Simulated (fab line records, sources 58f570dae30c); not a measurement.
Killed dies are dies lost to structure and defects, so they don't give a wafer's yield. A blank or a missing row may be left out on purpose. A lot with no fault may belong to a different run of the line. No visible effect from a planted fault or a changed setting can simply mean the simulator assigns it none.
Check for tools in common    flow berkeley_cmos170    39 wafers sampled across 13 lots

== WHY THIS WAS OPENED ==
At UCB170_M1_CD_MEAS_09 the reading cd_nm is flagged on 1 of 13 lots. No-fault wafers: 699.8 nm, standard deviation 1.7.
Rule: flag the lot when none of its wafers has a number, or when each of its wafers that has one lies beyond 4 standard deviations from that mean. The other lots count as sound.

lot   measured      on         cd_nm (nm), wafer by wafer  flag
L180  day 7 14:44   cd_sem-01  697.6 698.6 698.2           
L181  day 7 15:19   cd_sem-01  700.8 701.1 700.1           
L183  day 7 15:40   cd_sem-02  703.3 703.6 702.9           
L179  day 7 16:15   cd_sem-01  697.4 697.0 698.1           
L182  day 7 16:32   cd_sem-02  699.1 699.5 699.0           
L185  day 8 13:30   cd_sem-02  699.9 699.7 701.1           
L187  day 8 15:52   cd_sem-01  699.2 700.0 700.3           
L184  day 8 16:35   cd_sem-01  700.3 700.6 701.2           
L188  day 9 11:55   cd_sem-02  680.1 675.9 690.1           FLAGGED
L193  day 10 09:28  cd_sem-02  698.7 696.6 698.3           
L199  day 11 01:49  cd_sem-01  698.3 699.4 698.6           
L200  day 11 18:14  cd_sem-01  699.5 699.6 700.0           
L201  day 11 18:31  cd_sem-02  698.7 697.3 697.5           
The numbers of the flagged lots are 682.0 nm on average: -17.8 nm against the usual, or -10 standard deviations.

== WHICH TOOL EACH LOT WENT THROUGH ==
2 process steps preceding the reading are held in the record, out of 331 steps in the route. Every cell lists first the tool, next ch and the chambers used by the sampled wafers, and last the start.
lot   flag     UCB170_BACKSIDE_STRIP_03              UCB170_M1_EXPOSE_06
L180           plasma_asher-04 ch 0,1, day 7 06:47   krf_scanner-01 ch 0, day 7 13:53
L181           plasma_asher-04 ch 0,1, day 7 07:14   krf_scanner-02 ch 0, day 7 14:22
L183           plasma_asher-01 ch 0,1, day 7 06:56   krf_scanner-01 ch 0, day 7 14:44
L179           plasma_asher-01 ch 0,1, day 7 07:21   krf_scanner-01 ch 0, day 7 15:08
L182           plasma_asher-03 ch 0, day 7 07:23     krf_scanner-01 ch 0, day 7 15:32
L185           plasma_asher-03 ch 0,1, day 8 06:17   krf_scanner-01 ch 0, day 8 13:07
L187           plasma_asher-03 ch 0,1, day 8 07:08   krf_scanner-01 ch 0, day 8 15:08
L184           plasma_asher-04 ch 0,1, day 8 07:47   krf_scanner-02 ch 0, day 8 15:29
L188  FLAGGED  plasma_asher-01 ch 0,1, day 9 03:26   krf_scanner-01 ch 0, day 9 11:06
L193           plasma_asher-01 ch 0,1, day 9 21:11   krf_scanner-02 ch 0, day 10 08:19
L199           plasma_asher-01 ch 0,1, day 10 15:56  krf_scanner-02 ch 0, day 11 01:07
L200           plasma_asher-01 ch 1, day 11 09:41    krf_scanner-02 ch 0, day 11 17:31
L201           plasma_asher-03 ch 0,1, day 11 09:39  krf_scanner-02 ch 0, day 11 17:59
What the steps here do:
- UCB170_BACKSIDE_STRIP_03: strips in O2.
- UCB170_M1_EXPOSE_06: exposes mask METAL1, target cd 700 nm.
- UCB170_M1_CD_MEAS_09: target cd 700 nm.

== FLAGGED OVER TOTAL, TOOL BY TOOL (the gauges that took the reading come last) ==
step                      tool             lots run  flagged  share of the flagged lots  sound lots run after its first flagged lot
UCB170_BACKSIDE_STRIP_03  plasma_asher-01  6         1        all                        3 (L193,L199,L200)
UCB170_BACKSIDE_STRIP_03  plasma_asher-03  4         0        none                       -
UCB170_BACKSIDE_STRIP_03  plasma_asher-04  3         0        none                       -
UCB170_M1_EXPOSE_06       krf_scanner-01   7         1        all                        0
UCB170_M1_EXPOSE_06       krf_scanner-02   6         0        none                       -
UCB170_M1_CD_MEAS_09      cd_sem-01        7         0        none                       -
UCB170_M1_CD_MEAS_09      cd_sem-02        6         1        all                        2 (L193,L201)

== WHAT THE TABLE ALLOWS ==
Rows of the table that ran every flagged lot, 3 in all: plasma_asher-01 at UCB170_BACKSIDE_STRIP_03, krf_scanner-01 at UCB170_M1_EXPOSE_06, cd_sem-02 at UCB170_M1_CD_MEAS_09.
- plasma_asher-01 at UCB170_BACKSIDE_STRIP_03 ran 6 lots, 1 of them flagged. Sound lots followed the first flagged one (L193, L199, L200) on it, something a lasting fault affecting the whole tool could not allow.
- krf_scanner-01 at UCB170_M1_EXPOSE_06 ran 7 lots, 1 of them flagged. Last sound lot L187 at day 8 15:08, first flagged lot L188 at day 9 11:06; a fault beginning in between fits. Its own readings (exposure_dose_mJ_cm2) fall more than 4 standard deviations out on all wafers of the flagged lots.
- cd_sem-02 at UCB170_M1_CD_MEAS_09 ran 6 lots, 1 of them flagged. Sound lots followed the first flagged one (L193, L201) on it, something a lasting fault affecting the whole tool could not allow.
One tool is left: krf_scanner-01 at UCB170_M1_EXPOSE_06.

== WHAT WAS PUT IN BY THE SIMULATOR ==
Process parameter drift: krf_scanner-01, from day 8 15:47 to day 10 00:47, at UCB170_M1_EXPOSE_06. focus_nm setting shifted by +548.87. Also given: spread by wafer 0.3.
Struck lots among those shown: L188. Same finding as the rule above.
